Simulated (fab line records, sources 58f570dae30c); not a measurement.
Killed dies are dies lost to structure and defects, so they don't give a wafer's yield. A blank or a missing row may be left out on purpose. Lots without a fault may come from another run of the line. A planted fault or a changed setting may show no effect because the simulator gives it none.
Which tool did it? | flow berkeley_cmos170 | 14 lots, 42 wafers sampled, at 4 steps of a route of 331

WHAT THE GAUGES READ, wafer by wafer
UCB170_V2_THK_MEAS_01. Usual: V2_TEOS_THK 2002 nm, standard deviation 25.
lot  | measured     | on            | V2_TEOS_THK (nm) | flag
L106 | day 9 22:25  | film_metro-03 | 1970 2014 1976   |
L107 | day 9 23:48  | film_metro-02 | 1998 2011 2030   |
L105 | day 10 01:07 | film_metro-02 | 1987 1998 2012   |
L108 | day 10 01:27 | film_metro-03 | 1990 1993 2014   |
L109 | day 10 13:58 | film_metro-03 | 1993 2008 2014   |
L110 | day 10 18:02 | film_metro-03 | 1967 2017 2003   |
L111 | day 10 18:59 | film_metro-03 | 2029 2015 2038   |
L112 | day 10 18:07 | film_metro-02 | 1999 2023 2038   |
L114 | day 11 01:50 | film_metro-02 | 2005 2013 2052   |
L115 | day 11 03:23 | film_metro-02 | 1950 1955 2026   |
L120 | day 11 22:14 | film_metro-03 | 1967 2037 2007   |
L123 | day 12 20:27 | film_metro-04 | 1999 1978 2023   |
L122 | day 12 22:02 | film_metro-03 | 2015 2026 2018   |
L125 | day 13 03:42 | film_metro-02 | 1994 2011 2024   |

WHICH TOOL RAN EACH LOT (tool, then ch and the chambers of the sampled wafers, then the start)
lot  | UCB170_SPACER_CVD_00            | UCB170_M1_METAL_ETCH_12           | UCB170_V1_SOFTBAKE_08
L106 | pecvd-02 ch 0,1, day 8 08:30    | rie_metal-03 ch 0,1, day 9 12:11  | litho_track-01 ch 0, day 9 17:16
L107 | pecvd-02 ch 0,1,2, day 8 09:29  | rie_metal-01 ch 1, day 9 14:44    | litho_track-03 ch 0, day 9 19:10
L105 | pecvd-01 ch 0,1,2, day 8 09:54  | rie_metal-03 ch 0,1, day 9 15:06  | litho_track-01 ch 0, day 9 20:17
L108 | pecvd-04 ch 1,2, day 8 09:54    | rie_metal-04 ch 0,1, day 9 15:13  | litho_track-01 ch 0, day 9 20:44
L109 | pecvd-04 ch 0,1, day 9 05:14    | rie_metal-04 ch 0,1, day 10 04:56 | litho_track-03 ch 0, day 10 08:31
L110 | pecvd-02 ch 0,1,2, day 9 05:14  | rie_metal-03 ch 0,1, day 10 05:13 | litho_track-03 ch 0, day 10 11:44
L111 | pecvd-01 ch 0,1,2, day 9 05:15  | rie_metal-01 ch 0,1, day 10 05:13 | litho_track-03 ch 0, day 10 12:14
L112 | pecvd-04 ch 0,2, day 9 12:39    | rie_metal-04 ch 0,1, day 10 07:20 | litho_track-02 ch 0, day 10 11:58
L114 | pecvd-02 ch 0,1,2, day 9 18:41  | rie_metal-04 ch 0,1, day 10 17:02 | litho_track-01 ch 0, day 10 20:02
L115 | pecvd-01 ch 0,1, day 9 18:41    | rie_metal-03 ch 0,1, day 10 17:07 | litho_track-01 ch 0, day 10 21:47
L120 | pecvd-02 ch 0,1,2, day 10 16:07 | rie_metal-04 ch 0,1, day 11 11:47 | litho_track-01 ch 0, day 11 17:38
L123 | pecvd-04 ch 0,2, day 11 14:47   | rie_metal-01 ch 0,1, day 12 13:21 | litho_track-03 ch 0, day 12 16:14
L122 | pecvd-01 ch 0,1, day 11 15:07   | rie_metal-04 ch 0,1, day 12 13:51 | litho_track-03 ch 0, day 12 17:41
L125 | pecvd-01 ch 0,1, day 11 23:25   | rie_metal-01 ch 0,1, day 12 20:43 | litho_track-02 ch 0, day 12 23:43
- UCB170_SPACER_CVD_00: deposits SiO2 from TEOS/O2, target thk 376 nm, time 47 s.
- UCB170_M1_METAL_ETCH_12: etches Al in Cl2/BCl3, stops on PSG, target depth 780 nm, time 130 s.
- UCB170_V1_SOFTBAKE_08: time 60 s.

WHAT THE TOOLS THEMSELVES READ (means of the sampled wafers that have a number; where no wafer has one, the mark that the record gives instead)
UCB170_SPACER_CVD_00. Usual: heater_power_w 268 W, standard deviation 54.
lot  | tool     | heater_power_w (W) | flag
L106 | pecvd-02 | 274                |
L107 | pecvd-02 | 302                |
L105 | pecvd-01 | 231                |
L108 | pecvd-04 | 258                |
L109 | pecvd-04 | 258                |
L110 | pecvd-02 | 283                |
L111 | pecvd-01 | 230                |
L112 | pecvd-04 | 350                |
L114 | pecvd-02 | 293                |
L115 | pecvd-01 | 219                |
L120 | pecvd-02 | 259                |
L123 | pecvd-04 | 287                |
L122 | pecvd-01 | 231                |
L125 | pecvd-01 | 225                |

UCB170_M1_METAL_ETCH_12. Usual: drypump_motor_current_A 5.6 A, standard deviation 0.38; he_backside_leak_sccm 3.23 sccm, standard deviation 0.17; oes_product_au 0.852 a.u., standard deviation 0.015; throttle_valve_pct 24.34 %, standard deviation 0.13.
lot  | tool         | drypump_motor_current_A (A) | he_backside_leak_sccm (sccm) | oes_product_au (a.u.) | throttle_valve_pct (%) | flag
L106 | rie_metal-03 | 5.2                         | 3.36                         | 0.840                 | 24.33                  |
L107 | rie_metal-01 | 5.4                         | 3.17                         | 0.869                 | 24.33                  |
L105 | rie_metal-03 | 5.2                         | 3.19                         | 0.839                 | 24.32                  |
L108 | rie_metal-04 | 6.1                         | 3.46                         | 0.844                 | 24.27                  |
L109 | rie_metal-04 | 6.1                         | 3.29                         | 0.845                 | 24.27                  |
L110 | rie_metal-03 | 5.2                         | 3.12                         | 0.841                 | 24.32                  |
L111 | rie_metal-01 | 5.5                         | 3.11                         | 0.861                 | 24.47                  |
L112 | rie_metal-04 | 6.2                         | 3.39                         | 0.852                 | 24.25                  |
L114 | rie_metal-04 | 6.1                         | 3.31                         | 0.861                 | 24.19                  |
L115 | rie_metal-03 | 5.3                         | 3.21                         | 0.837                 | 24.39                  |
L120 | rie_metal-04 | 6.1                         | 3.38                         | 0.844                 | 24.28                  |
L123 | rie_metal-01 | 5.4                         | 3.04                         | 0.872                 | 24.39                  |
L122 | rie_metal-04 | 6.1                         | 3.31                         | 0.866                 | 24.20                  |
L125 | rie_metal-01 | 5.4                         | 3.06                         | 0.867                 | 24.40                  |

UCB170_V1_SOFTBAKE_08. Usual: run_length_s 89.30 s, standard deviation 0.16.
lot  | tool           | run_length_s (s) | flag
L106 | litho_track-01 | 89.16            |
L107 | litho_track-03 | 89.51            |
L105 | litho_track-01 | 89.25            |
L108 | litho_track-01 | 89.18            |
L109 | litho_track-03 | 89.50            |
L110 | litho_track-03 | 89.48            |
L111 | litho_track-03 | 89.38            |
L112 | litho_track-02 | 89.37            |
L114 | litho_track-01 | 89.03            |
L115 | litho_track-01 | 95.02            | OFF
L120 | litho_track-01 | 95.01            | OFF
L123 | litho_track-03 | 89.41            |
L122 | litho_track-03 | 89.37            |
L125 | litho_track-02 | 89.34            |

THE ANSWER, worked out from the rows above alone
Rule: a lot is off if the mean of its wafers that have a number lies more than 3 standard deviations from the usual mean. A lot without any number at a reading at which 4 lots or more have one is off too. The other lots that the step has rows for count as sound. The gauges are gone through in route order, then the tools' own readings, and for those a lot's mean is taken as printed above. The first step at which some lot is off is used, and at that step the reading that is off furthest; a lot without a number counts as furthest.
Off: L115, L120, at UCB170_V1_SOFTBAKE_08 (run_length_s).
A tool fits if, at that step or a process step before it, it ran every lot that is off, and no sound lot after the first of them. One fits: litho_track-01 at UCB170_V1_SOFTBAKE_08. Its last sound lot is L114 (day 10 20:02), its first lot that is off L115 (day 10 21:47): a fault that began between those two fits.
The tool's own readings at UCB170_V1_SOFTBAKE_08 bear it out: on the lots that are off they differ by more than 5 times the standard deviation of the sound lots' means. run_length_s reads 95.02 s there against 89.33 s on the sound lots.

WHAT THE SIMULATOR HAD PUT IN
Process parameter drift: litho_track-01, from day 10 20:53 on, at UCB170_V1_SOFTBAKE_08. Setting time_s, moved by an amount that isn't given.
Lots struck among those shown: L115, L120. The rule above found the same.
